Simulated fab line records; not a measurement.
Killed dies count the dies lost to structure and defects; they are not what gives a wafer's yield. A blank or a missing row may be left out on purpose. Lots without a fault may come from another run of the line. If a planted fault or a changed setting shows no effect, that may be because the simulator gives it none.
Comparing a struck lot with a sound one ; flow ritCmos ; 39 steps out of a route of 202
Sound: the wafers L998.1, L998.2, L998.6. Wafers L107.1, L107.2, L107.3 were the ones struck. Last of all comes the cause.
At each step with rows: each side's tool, then ch and its chambers, then its first start. Under that, the readings that differ: sound wafers ; struck wafers ; difference of the means ; sigmas: that difference in standard deviations of wafers without a fault.
alike: same words and numbers on both sides, and readings whose means sit less than 2 such deviations apart. not compared: any withheld reading, any reading some wafer has no value for, any bound like >300 that may hide the same value, and any number with overlapping values for which the record gives no deviation.
Wherever a step has rows on one side only, a row that says differs or no value, or a row with sigmas, the two part there. When numbers do not overlap yet have no deviation, they are printed without sigmas and do not part them. A reading that every wafer of one side lacks parts them only if that side has two wafers or more.

first, 3 steps without rows for these wafers: RIT_GATE_EXPOSE_13 (exposes mask M6, target cd 150 nm); RIT_GATE_PEB_14; RIT_GATE_DEVELOP_15 (develop time 50 s).
RIT_GATE_CD_MEAS_16: target cd 150 nm.
  sound: cdSem-01 at day 2 12:28; struck: cdSem-01 at day 4 11:06
  alike: cdNm
RIT_GATE_OVL_MEAS_17:
  sound: overlay-02 at day 2 12:35; struck: overlay-02 at day 4 11:13
  alike: GATE_OVL
then, 1 step without rows for these wafers: RIT_GATE_HARDBAKE_18 (time 60 s).
RIT_GATE_ETCH_19: etches poly-Si in SF6/CHF3/O2, stops on SiO2, time 165 s, target depth 312.5 nm.
  sound on rieSi-02 ch 0,2,3, day 2 12:49; struck on rieSi-01 ch 0,2,3, day 4 11:24
  alike: drypumpMotorCurrentA, oesProductAu, throttleValvePct
  not compared: rfHoursCounterH
RIT_GATE_STRIP_20: strips in O2, time 180 s.
  sound on plasmaAsher-04 ch 0,1, day 2 12:56; struck on plasmaAsher-01 ch 0,1, day 4 11:31
  alike: drypumpMotorCurrentA
  not compared: rfHoursCounterH
RIT_GATE_CD_MEAS_90: target cd 150 nm.
  sound: cdSem-01 at day 2 13:06; struck: cdSem-02 at day 4 11:41
  alike: cdNm
then, 3 steps without rows for these wafers: RIT_REOX_CLEAN_00 (cleans in SC1, time 600 s); RIT_REOX_CLEAN_01 (cleans in dHF, time 30 s); RIT_REOX_CLEAN_02 (cleans in SC2, time 600 s).
RIT_REOX_OXIDATION_03: target thk 25.2 nm, ox time 5580 s.
  sound on furnace-04 ch 0, day 2 13:50; struck on furnace-03 ch 0, day 4 12:11
reading;sound;struck;difference;sigmas
oxTimeS (s);5580 5580 5580;8091 8091 8091;+2511;
spikeTcSourceC (C);925.4 926.0 925.2;921.5 921.8 923.8;-3.2;-2
model.SiO2_of_REOX_OXIDATION_03.thkNm (nm);24.85 25.1 25.6;32.61 32.49 32.74;+7.43;
RIT_REOX_THK_MEAS_04:
  sound: filmMetro-03 at day 2 16:23; struck: filmMetro-01 at day 4 14:44
reading;sound;struck;difference;sigmas
REOX_OXIDE_THK (nm);24.9 25.1 25.6;32.6 32.5 32.7;+7.4;+21
then, 6 steps without rows for these wafers: RIT_NLDD_HMDS_00 (prime time 60 s); RIT_NLDD_COAT_01 (resist thk 1000 nm); RIT_NLDD_SOFTBAKE_02 (time 60 s); RIT_NLDD_EXPOSE_03 (exposes mask M7, target cd 40700 nm); RIT_NLDD_PEB_04; RIT_NLDD_DEVELOP_05 (develop time 50 s).
RIT_NLDD_OVL_MEAS_06:
  sound: overlay-02 at day 2 17:26; struck: overlay-01 at day 4 15:47
  alike: NLDD_OVL
then, 2 steps without rows for these wafers: RIT_NLDD_HARDBAKE_07 (time 60 s); RIT_NLDD_IMPLANT_08.
RIT_NLDD_STRIP_09: strips in O2, time 180 s.
  sound on plasmaAsher-03 ch 0,1, day 2 17:46; struck on plasmaAsher-02 ch 0,1, day 4 16:07
  alike: drypumpMotorCurrentA
  not compared: rfHoursCounterH
RIT_NLDD_TW_MEAS_10:
  sound: filmMetro-04 at day 2 17:56; struck: filmMetro-04 at day 4 16:17
  alike: NLDD_TW
then, 6 steps without rows for these wafers: RIT_PLDD_HMDS_00 (prime time 60 s); RIT_PLDD_COAT_01 (resist thk 1000 nm); RIT_PLDD_SOFTBAKE_02 (time 60 s); RIT_PLDD_EXPOSE_03 (exposes mask M8, target cd 40900 nm); RIT_PLDD_PEB_04; RIT_PLDD_DEVELOP_05 (develop time 50 s).
RIT_PLDD_OVL_MEAS_06:
  sound: overlay-01 at day 2 18:56; struck: overlay-01 at day 4 17:19
  alike: PLDD_OVL
then, 2 steps without rows for these wafers: RIT_PLDD_HARDBAKE_07 (time 60 s); RIT_PLDD_IMPLANT_08.
RIT_PLDD_STRIP_09: strips in O2, time 180 s.
  sound on plasmaAsher-03 ch 0,1, day 2 19:16; struck on plasmaAsher-04 ch 0,1, day 4 17:40
  alike: drypumpMotorCurrentA
  not compared: rfHoursCounterH
RIT_PLDD_TW_MEAS_10:
  sound: filmMetro-04 at day 2 19:26; struck: filmMetro-01 at day 4 17:50
reading;sound;struck;difference;sigmas
PLDD_TW;2322 2331 2338;2353 2374 2358;+31;+3
RIT_SPACER_CLEAN_00: cleans in SC1, time 600 s.
  sound on wetBench-01 ch 2, day 2 19:30; struck on wetBench-02 ch 0, day 4 17:53
reading;sound;struck;difference;sigmas
model.SiO2_of_REOX_OXIDATION_03.thkNm (nm);22.93 23.16 23.62;30.07 29.97 30.2;+6.84;
then, 1 step without rows for these wafers: RIT_SPACER_CLEAN_01 (cleans in dHF, time 30 s).
RIT_M1_PROBE_99:
  sound: prober-02 at day 3 09:58; struck: prober-01 at day 5 07:40
reading;sound;struck;difference;sigmas
model.etest.pmosTurned.rOnOhmUm;3250 3300 3375;6252 6084 6467;+2959;
model.etest.pmos_0p3.rOnOhmUm;5860 5932 6025;6847 6832 6960;+941;
model.etest.pmos_0p15.rOnOhmUm;2635 2654 2721;3636 3594 3667;+962;
model.etest.pldd.rsOhmSq;476.4 482.9 505.9;1208 1182 1214;+713;
model.etest.nmos_0p15.rOnOhmUm;1138 1150 1140;1468 1470 1435;+315;
model.etest.nmos_0p3.rOnOhmUm;2075 2110 2111;2398 2418 2390;+303;
model.etest.pldd.lineOhmUm;150.3 151.1 161.4;372.8 371.8 380.7;+220.8;
model.etest.nldd.rsOhmSq;390.8 397.7 408;608.8 599.9 609.8;+207.3;
  alike: killed_at_M0_to_M3, killedAtContacts, killedAtFrontEnd, killedDies, killedOpen, killedShort

WHERE THEY PART
Last at RIT_PLDD_TW_MEAS_10 as far as this record goes, first at RIT_REOX_OXIDATION_03. Later steps at which nothing parts them and some readings are alike: RIT_M1_PROBE_99.

WHY: the cause the simulator had injected
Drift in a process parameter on furnace-03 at RIT_REOX_OXIDATION_03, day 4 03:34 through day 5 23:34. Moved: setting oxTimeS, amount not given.
